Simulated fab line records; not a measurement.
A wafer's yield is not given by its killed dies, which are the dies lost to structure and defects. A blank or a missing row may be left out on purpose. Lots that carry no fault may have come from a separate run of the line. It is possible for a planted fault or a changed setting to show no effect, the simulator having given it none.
Problem report in the 8D (eight disciplines) form, filled by code :: flow berkeley cmos170 :: the parts of the form that need people (team, actions taken, sign-off) are left out

== 1. WHAT IS WRONG ==
Wafers without a fault read 0.9, standard deviation 1; killed_at_M0_to_M3 at UCB170_M3_PROBE_99 reads a mean of 8.7 on 6 wafers belonging to 2 lots. That puts it +7.8 standard deviations away from the usual mean.
Earliest sighting: wafer L213.2 on prober-01 at day 13 14:10. The record holds 42 wafers of 14 lots with a number at this step. Rule for "out", or "out of limits": more than 4 standard deviations from the usual mean. Any other wafer with a number is counted as sound.

== 2. WHAT THIS IS AND IS NOT ==
question: which readings at this step
is: killed_at_M0_to_M3, killed on rim
is not: killed open, killed short

question: which lots
is: L213, L219
is not: L196, L198, L199, L200, L201, L202, L203, L206, L207, L208, L209, L214

question: which wafers of those lots
is: all that have a number
is not: -

question: read on which tools
is: prober-01, prober-02
is not: -

question: when
is: from day 13 14:10
is not: up to then (36 sound wafers)

== 3. SUSPECTS, AND WHAT RULES EACH OUT ==
Counting: a tool stays on the suspect list if, at a process step up to the reading, it processed all lots that are out and no sound lot following the first of them.
- plasma asher-02 at UCB170_PVT_STRIP_08 (strips in O2): kept. It ran every lot that is out, first L213 (day 10 22:41), and no sound lot after that; its last sound lot up to then is L207 (day 9 05:26).
- rie metal-01 at UCB170_M2_METAL_ETCH_18 (etches Al in Cl2/BCl3, stops on SiO2, target depth 1170 nm, time 195 s): kept. It ran every lot that is out, first L213 (day 13 05:05), and no sound lot after that; its last sound lot up to then is L208 (day 11 18:34).
Left after counting: plasma asher-02 at UCB170_PVT_STRIP_08, rie metal-01 at UCB170_M2_METAL_ETCH_18.

== 4. THE CAUSE (what the simulator had put in) ==
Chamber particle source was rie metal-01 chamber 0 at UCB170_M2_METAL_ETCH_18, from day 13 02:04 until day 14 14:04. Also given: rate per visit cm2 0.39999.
This tool is one of the 2 suspects left after counting.

== 5. THE CHAIN OF EFFECTS, in route order ==
Each row: a reading where the mean over the struck wafers with a number is more than 3 standard deviations away from the usual. Scope: only readings with a usual standard deviation given in the record; hours: median across lots of the time from each lot's start at the first step in this table that gives one to its start at this step; sigmas: change in usual standard deviations.
hours: 0
step: UCB170_M3_PROBE_99
reading: defect limited yield
usual: 98.8 %
on struck wafers: 95.8
change: -3.0
sigmas: -4.6

hours: 0
step: UCB170_M3_PROBE_99
reading: killed_at_M0_to_M3
usual: 0.9
on struck wafers: 8.7
change: +7.8
sigmas: +7.8

hours: 0
step: UCB170_M3_PROBE_99
reading: killed dies
usual: 3.2
on struck wafers: 11.2
change: +8.0
sigmas: +4.7

hours: 0
step: UCB170_M3_PROBE_99
reading: killed on rim
usual: 0.8
on struck wafers: 6.7
change: +5.9
sigmas: +5.9

hours: 0
step: UCB170_M3_PROBE_99
reading: sort_bin_3_pad_short
usual: 0.1 %
on struck wafers: 0.6
change: +0.5
sigmas: +3.2

hours: 0
step: UCB170_M3_PROBE_99
reading: sort_bin_5_function
usual: 0.7 %
on struck wafers: 2.8
change: +2.1
sigmas: +4.0

hours: 0
step: UCB170_M3_PROBE_99
reading: sort n pass
usual: 260.8
on struck wafers: 252.8
change: -8.0
sigmas: -4.7

hours: 0
step: UCB170_M3_PROBE_99
reading: sort yield pct
usual: 98.8 %
on struck wafers: 95.8
change: -3.0
sigmas: -4.6
The process steps in it:
- UCB170_M3_PROBE_99

== 6. HOW IT WOULD HAVE BEEN CAUGHT EARLIER ==
First out-of-limits reading in this record: day 13 14:10, which is 12 hours after fault onset at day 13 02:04.
Tool readings at UCB170_M2_METAL_ETCH_18 with a usual standard deviation given in the record: none out on any struck wafer, hence no alarm at a limit of 4 standard deviations on them.
By day 13 14:10, every lot that is out (2) had started UCB170_M2_METAL_ETCH_18 on rie metal-01. Had the tool been put on hold then, not one of them would have been saved.
